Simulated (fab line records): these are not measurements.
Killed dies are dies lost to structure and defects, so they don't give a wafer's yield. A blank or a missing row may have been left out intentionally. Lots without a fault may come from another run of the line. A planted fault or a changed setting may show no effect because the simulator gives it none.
Which tool did it? -- flow berkeley-cmos170 -- route of 331 steps, sampled at 1 step: 7 lots, 21 wafers

== WHAT EACH GAUGE READ, for each wafer ==
UCB170_PWELL_OVL_MEAS_13.
lot,measured,on,PWELL_OVL (nm)
L952,day 4 22:16,overlay-02,5 4 10
L951,day 4 22:44,overlay-01,2 -3 4
L955,day 5 17:56,overlay-02,5 4 11
L959,day 6 08:55,overlay-01,-3 -4 1
L958,day 6 15:25,overlay-01,7 9 -4
L960,day 6 23:44,overlay-01,-4 5 -1
L963,day 7 08:13,overlay-01,13 7 7

== WHICH TOOL RAN EACH LOT (tool, then ch and the chambers of the sampled wafers, then the start) ==
Record: no process step prior to these readings.

== THE ANSWER, worked out from the rows above alone ==
Rule: usual is defined by the lots themselves. The widest of any qualifying gaps counts: lots, ordered by their means at a reading, are off when they make up no more than a third of the lots, leave a main group of 4 or more, and stand apart from it by 3 or more times the standard deviation of that group's means. A main group is skipped when, at the precision printed for the reading in the tables above, its means are all equal. Also off: a lot with no number at a reading for which 4 or more lots have one. Any other lot the step has rows for is counted as sound.
None of the lots is off at any reading shown; this tells nothing.

== WHAT THE SIMULATOR HAD INSERTED ==
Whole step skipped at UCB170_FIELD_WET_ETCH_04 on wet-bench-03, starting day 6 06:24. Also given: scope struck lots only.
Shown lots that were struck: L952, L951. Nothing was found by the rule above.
